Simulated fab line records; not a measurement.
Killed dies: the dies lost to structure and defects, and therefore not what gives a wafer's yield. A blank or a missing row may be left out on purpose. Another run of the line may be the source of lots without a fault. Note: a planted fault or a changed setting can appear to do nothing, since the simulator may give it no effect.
Comparing a struck lot with a sound one | flow ritCmos | 23 out of 202 route steps
Sound: these wafers, L666.1, L666.2, L666.6. The struck wafers were L668.2, L668.5, L668.6. At the end, the cause is stated.
At each step with rows: each side's tool, then ch and its chambers, then its first start. Under that, the readings that differ: sound wafers | struck wafers | difference of the means | sigmas: that difference in standard deviations of wafers without a fault.
alike: readings whose means differ by less than 2 such deviations, and words and numbers that are the same on both sides. not compared: withheld readings, readings that some wafer has no value for, bounds like >300 that may hide the same value, and numbers for which the record gives no deviation and whose values overlap.
Wherever a step has rows on one side only, a row that says differs or no value, or a row with sigmas, the two part there. Numbers that have no deviation but don't overlap get no sigmas and don't part them. A reading that every wafer of one side lacks parts them only if that side has two wafers or more.

RIT_SDANNEAL_RS_MEAS_06: the measuring method here is four-point-probe.
  sound on filmMetro-01, day 5 19:28; struck on filmMetro-02, day 6 06:01
  alike: PLDD_RS
RIT_SDANNEAL_RS_MEAS_07: the measuring method here is four-point-probe.
  sound on filmMetro-01, day 5 19:35; struck on filmMetro-02, day 6 06:08
  alike: NLDD_RS
then, 1 step without rows for these wafers: RIT_SILICIDE_WET_ETCH_00 (etches SiO2 in BOE, target depth 14 nm, time 15 s).
RIT_SILICIDE_SPUTTER_01: material Ti, target thk 30 nm, time 240 s.
  sound on pvdSputter-03, day 5 19:43; struck on pvdSputter-03, day 6 06:14
  alike: throttleValvePct
RIT_SILICIDE_RS_MEAS_02: the measuring method here is four-point-probe.
  sound on filmMetro-03, day 5 19:52; struck on filmMetro-04, day 6 06:25
  alike: SILICIDE_TI_RS
RIT_SILICIDE_THK_MEAS_03: measures by xrf.
  sound on filmMetro-03, day 5 19:59; struck on filmMetro-04, day 6 06:31
  alike: SILICIDE_TI_THK
RIT_SILICIDE_RTA_04: time 10 s, ramp up 5 s, ramp down 5 s.
  sound on rtpAnneal-02 ch 0, day 5 20:02; struck on rtpAnneal-02 ch 0, day 6 06:35
  alike: wafer_temp_C_max
then, 1 step without rows for these wafers: RIT_SILICIDE_WET_ETCH_05 (etches Ti in SPM, time 120 s).
RIT_SILICIDE_RTA_06: time 10 s, ramp up 5 s, ramp down 10 s.
  sound on rtpAnneal-01 ch 0, day 5 20:09; struck on rtpAnneal-01 ch 0, day 6 06:41
  alike: wafer_temp_C_max
RIT_CONTACT_CVD_00: deposits SiO2 from TEOS, target thk 400 nm, time 61 s.
  sound on pecvd-03 ch 0,1, day 5 20:13; struck on pecvd-02 ch 0,2, day 6 06:44
  alike: heaterPowerW
RIT_CONTACT_THK_MEAS_01:
  sound on filmMetro-04, day 5 20:16; struck on filmMetro-01, day 6 06:48
  alike: CONTACT_TEOS_THK
then, 1 step without rows for these wafers: RIT_CONTACT_HMDS_02 (prime time 60 s).
RIT_CONTACT_COAT_03: resist thk 1000 nm.
  sound on lithoTrack-04 ch 0, day 5 20:38; struck on lithoTrack-04 ch 0, day 6 07:04
reading                                     | sound          | struck         | difference | sigmas
model.NOVOLAK_of_CONTACT_COAT_03.thkNm (nm) | 1005 1007 1010 | 1033 1033 1032 | +25        | 
then, 4 steps without rows for these wafers: RIT_CONTACT_SOFTBAKE_04 (time 60 s); RIT_CONTACT_EXPOSE_05 (exposes mask M11, target cd 1000 nm); RIT_CONTACT_PEB_06; RIT_CONTACT_DEVELOP_07 (develop time 120 s).
RIT_CONTACT_CD_MEAS_08: target cd 1000 nm.
  sound on cdSem-01, day 5 21:27; struck on cdSem-02, day 6 08:00
reading   | sound              | struck            | difference | sigmas
cdNm (nm) | 1001.2 999.8 999.9 | 994.8 990.5 995.1 | -6.8       | -3
RIT_CONTACT_OVL_MEAS_09:
  sound on overlay-01, day 5 21:34; struck on overlay-01, day 6 08:06
  alike: CONTACT_OVL
then, 1 step without rows for these wafers: RIT_CONTACT_HARDBAKE_10 (time 60 s).
RIT_CONTACT_ETCH_11: etches SiO2 in CHF3/CF4/Ar, stops on TiSi2, target depth 480 nm, time 320 s.
  sound on rieDiel-04 ch 1,2, day 5 21:46; struck on rieDiel-03 ch 1,2, day 6 08:17
reading                                     | sound           | struck          | difference | sigmas
model.NOVOLAK_of_CONTACT_COAT_03.thkNm (nm) | 772.7 770 776.7 | 798.1 792.7 796 | +22.5      | 
  alike: cf4FlowSccm, drypumpMotorCurrentA, oesProductAu, throttleValvePct
  not compared: rfHoursCounterH
RIT_CONTACT_STRIP_12: strips in O2, time 180 s.
  sound on plasmaAsher-02 ch 0,1, day 5 21:57; struck on plasmaAsher-04 ch 0,1, day 6 08:29
  alike: drypumpMotorCurrentA
  not compared: rfHoursCounterH
RIT_M1_PROBE_99:
  rows exist in the record for the struck wafers here (prober-02, day 6 13:20), but not for the sound ones

## WHERE THEY PART
Earliest at RIT_CONTACT_CD_MEAS_08; latest, in this record, at RIT_M1_PROBE_99.

WHY: the cause the simulator had injected
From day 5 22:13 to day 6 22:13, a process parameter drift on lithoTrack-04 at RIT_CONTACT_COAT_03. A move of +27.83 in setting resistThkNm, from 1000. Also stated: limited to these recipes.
